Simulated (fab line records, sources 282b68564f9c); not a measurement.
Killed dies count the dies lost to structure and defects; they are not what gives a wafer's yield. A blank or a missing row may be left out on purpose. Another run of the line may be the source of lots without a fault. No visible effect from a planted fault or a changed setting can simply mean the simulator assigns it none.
Which of the tools did it? || flow ritCmos || 14 lots, 42 wafers sampled, at 4 steps of a route of 202

WHAT THE GAUGES READ, wafer by wafer
RIT_FOX2_THK_MEAS_01.
{"lot": "L954", "measured": "day 1 19:20", "on": "filmMetro-02", "FOX2_OXIDE_THK (nm)": "343 339 340"}
{"lot": "L955", "measured": "day 2 00:58", "on": "filmMetro-03", "FOX2_OXIDE_THK (nm)": "345 347 344"}
{"lot": "L957", "measured": "day 2 11:22", "on": "filmMetro-03", "FOX2_OXIDE_THK (nm)": "338 342 337"}
{"lot": "L958", "measured": "day 2 16:31", "on": "filmMetro-02", "FOX2_OXIDE_THK (nm)": "336 340 341"}
{"lot": "L959", "measured": "day 2 21:36", "on": "filmMetro-04", "FOX2_OXIDE_THK (nm)": "334 338 334"}
{"lot": "L960", "measured": "day 3 07:15", "on": "filmMetro-03", "FOX2_OXIDE_THK (nm)": "329 332 331"}
{"lot": "L961", "measured": "day 3 10:04", "on": "filmMetro-04", "FOX2_OXIDE_THK (nm)": "349 347 345"}
{"lot": "L962", "measured": "day 3 12:20", "on": "filmMetro-04", "FOX2_OXIDE_THK (nm)": "350 348 349"}
{"lot": "L965", "measured": "day 4 03:31", "on": "filmMetro-02", "FOX2_OXIDE_THK (nm)": "341 342 344"}
{"lot": "L967", "measured": "day 4 16:22", "on": "filmMetro-03", "FOX2_OXIDE_THK (nm)": "356 351 350"}
{"lot": "L968", "measured": "day 4 20:32", "on": "filmMetro-03", "FOX2_OXIDE_THK (nm)": "502 495 499"}
{"lot": "L969", "measured": "day 5 03:27", "on": "filmMetro-03", "FOX2_OXIDE_THK (nm)": "520 519 514"}
{"lot": "L973", "measured": "day 5 20:02", "on": "filmMetro-04", "FOX2_OXIDE_THK (nm)": "341 340 337"}
{"lot": "L977", "measured": "day 6 15:29", "on": "filmMetro-04", "FOX2_OXIDE_THK (nm)": "335 340 335"}

RIT_FOX2_THK_MEAS_90.
{"lot": "L954", "measured": "day 1 20:13", "on": "filmMetro-03", "FIELD_OXIDE_LEFT_1_THK (nm)": "315 312 313"}
{"lot": "L955", "measured": "day 2 01:51", "on": "filmMetro-03", "FIELD_OXIDE_LEFT_1_THK (nm)": "318 320 316"}
{"lot": "L957", "measured": "day 2 12:14", "on": "filmMetro-03", "FIELD_OXIDE_LEFT_1_THK (nm)": "311 315 309"}
{"lot": "L958", "measured": "day 2 17:23", "on": "filmMetro-02", "FIELD_OXIDE_LEFT_1_THK (nm)": "309 312 313"}
{"lot": "L959", "measured": "day 2 22:29", "on": "filmMetro-04", "FIELD_OXIDE_LEFT_1_THK (nm)": "307 311 307"}
{"lot": "L960", "measured": "day 3 08:07", "on": "filmMetro-04", "FIELD_OXIDE_LEFT_1_THK (nm)": "301 305 303"}
{"lot": "L961", "measured": "day 3 10:56", "on": "filmMetro-03", "FIELD_OXIDE_LEFT_1_THK (nm)": "321 319 317"}
{"lot": "L962", "measured": "day 3 13:13", "on": "filmMetro-02", "FIELD_OXIDE_LEFT_1_THK (nm)": "323 321 322"}
{"lot": "L965", "measured": "day 4 04:24", "on": "filmMetro-04", "FIELD_OXIDE_LEFT_1_THK (nm)": "313 315 316"}
{"lot": "L967", "measured": "day 4 17:19", "on": "filmMetro-03", "FIELD_OXIDE_LEFT_1_THK (nm)": "329 324 322"}
{"lot": "L968", "measured": "day 4 21:29", "on": "filmMetro-02", "FIELD_OXIDE_LEFT_1_THK (nm)": "475 468 471"}
{"lot": "L969", "measured": "day 5 04:37", "on": "filmMetro-02", "FIELD_OXIDE_LEFT_1_THK (nm)": "493 491 488"}
{"lot": "L973", "measured": "day 5 20:59", "on": "filmMetro-03", "FIELD_OXIDE_LEFT_1_THK (nm)": "314 313 311"}
{"lot": "L977", "measured": "day 6 16:25", "on": "filmMetro-02", "FIELD_OXIDE_LEFT_1_THK (nm)": "307 313 308"}

RIT_FOX2_THK_MEAS_91.
{"lot": "L954", "measured": "day 2 09:16", "on": "filmMetro-04", "FIELD_OXIDE_LEFT_2_THK (nm)": "247 244 245"}
{"lot": "L955", "measured": "day 2 14:04", "on": "filmMetro-03", "FIELD_OXIDE_LEFT_2_THK (nm)": "250 252 249"}
{"lot": "L957", "measured": "day 3 01:45", "on": "filmMetro-04", "FIELD_OXIDE_LEFT_2_THK (nm)": "244 247 242"}
{"lot": "L958", "measured": "day 3 06:26", "on": "filmMetro-04", "FIELD_OXIDE_LEFT_2_THK (nm)": "241 244 246"}
{"lot": "L959", "measured": "day 3 12:20", "on": "filmMetro-03", "FIELD_OXIDE_LEFT_2_THK (nm)": "239 243 239"}
{"lot": "L960", "measured": "day 3 20:28", "on": "filmMetro-02", "FIELD_OXIDE_LEFT_2_THK (nm)": "233 236 234"}
{"lot": "L961", "measured": "day 4 01:13", "on": "filmMetro-03", "FIELD_OXIDE_LEFT_2_THK (nm)": "253 252 249"}
{"lot": "L962", "measured": "day 4 01:23", "on": "filmMetro-04", "FIELD_OXIDE_LEFT_2_THK (nm)": "255 253 254"}
{"lot": "L965", "measured": "day 4 18:21", "on": "filmMetro-04", "FIELD_OXIDE_LEFT_2_THK (nm)": "245 247 248"}
{"lot": "L967", "measured": "day 5 06:44", "on": "filmMetro-04", "FIELD_OXIDE_LEFT_2_THK (nm)": "260 256 254"}
{"lot": "L968", "measured": "day 5 11:49", "on": "filmMetro-03", "FIELD_OXIDE_LEFT_2_THK (nm)": "406 399 403"}
{"lot": "L969", "measured": "day 5 17:52", "on": "filmMetro-03", "FIELD_OXIDE_LEFT_2_THK (nm)": "426 423 420"}
{"lot": "L973", "measured": "day 6 09:37", "on": "filmMetro-03", "FIELD_OXIDE_LEFT_2_THK (nm)": "246 245 243"}
{"lot": "L977", "measured": "day 7 07:41", "on": "filmMetro-02", "FIELD_OXIDE_LEFT_2_THK (nm)": "239 245 240"}

WHAT TOOL EACH LOT RAN ON (gives the tool, then ch and the chambers of the sampled wafers, and finally the start)
{"lot": "L954", "RIT_FOX2_OXIDATION_00": "furnace-03 ch 0, day 1 18:01"}
{"lot": "L955", "RIT_FOX2_OXIDATION_00": "furnace-03 ch 0, day 1 23:40"}
{"lot": "L957", "RIT_FOX2_OXIDATION_00": "furnace-01 ch 0, day 2 10:01"}
{"lot": "L958", "RIT_FOX2_OXIDATION_00": "furnace-03 ch 0, day 2 15:12"}
{"lot": "L959", "RIT_FOX2_OXIDATION_00": "furnace-04 ch 0, day 2 20:17"}
{"lot": "L960", "RIT_FOX2_OXIDATION_00": "furnace-04 ch 0, day 3 05:56"}
{"lot": "L961", "RIT_FOX2_OXIDATION_00": "furnace-03 ch 0, day 3 08:44"}
{"lot": "L962", "RIT_FOX2_OXIDATION_00": "furnace-01 ch 0, day 3 11:01"}
{"lot": "L965", "RIT_FOX2_OXIDATION_00": "furnace-01 ch 0, day 4 02:11"}
{"lot": "L967", "RIT_FOX2_OXIDATION_00": "furnace-03 ch 0, day 4 15:03"}
{"lot": "L968", "RIT_FOX2_OXIDATION_00": "furnace-01 ch 0, day 4 16:56 and furnace-03 ch 0, day 4 19:10"}
{"lot": "L969", "RIT_FOX2_OXIDATION_00": "furnace-04 ch 0, day 4 22:44 and furnace-03 ch 0, day 5 02:03"}
{"lot": "L973", "RIT_FOX2_OXIDATION_00": "furnace-04 ch 0, day 5 18:43"}
{"lot": "L977", "RIT_FOX2_OXIDATION_00": "furnace-03 ch 0, day 6 14:10"}
- RIT_FOX2_OXIDATION_00: target thk 350.7 nm, ox time 1082 s.

WHAT THE TOOLS THEMSELVES READ (means of the sampled wafers that have a number; where no wafer has one, the mark that the record gives instead)
The record holds no such reading with a usual standard deviation.

THE ANSWER, worked out from the rows above alone
Rule: what is usual is taken from the lots themselves. Put in order of their means at a reading, lots are off if they are a third of the lots or fewer, leave a main group of 4 or more, and stand apart from it by a gap of 3 or more times the standard deviation of the main group's means; of several such gaps the widest counts. A main group whose means are all the same, to the digits that the tables above print for the reading, isn't used. A lot without any number at a reading at which 4 lots or more have one is off too. All remaining lots with rows at the step are treated as sound. After the gauges, taken in route order, come the tools' own readings; for these a lot's mean is taken, as printed above. At the first step where some lot is off, the reading lying furthest off is the one used; lots without a number count as furthest.
Off: at RIT_FOX2_THK_MEAS_01 (FOX2_OXIDE_THK), L968, L969. The main group has a mean of 341 nm with a standard deviation of 5.9.
If a tool, at a process step before that reading, ran all the lots that are off and no sound lot after the first of them, it fits. The gauges at RIT_FOX2_THK_MEAS_01 aren't tried: what is off there is off at RIT_FOX2_THK_MEAS_90 too, on other tools, and a gauge's error can't cause that. None of those tried fits.

WHAT THE SIMULATOR HAD INSERTED
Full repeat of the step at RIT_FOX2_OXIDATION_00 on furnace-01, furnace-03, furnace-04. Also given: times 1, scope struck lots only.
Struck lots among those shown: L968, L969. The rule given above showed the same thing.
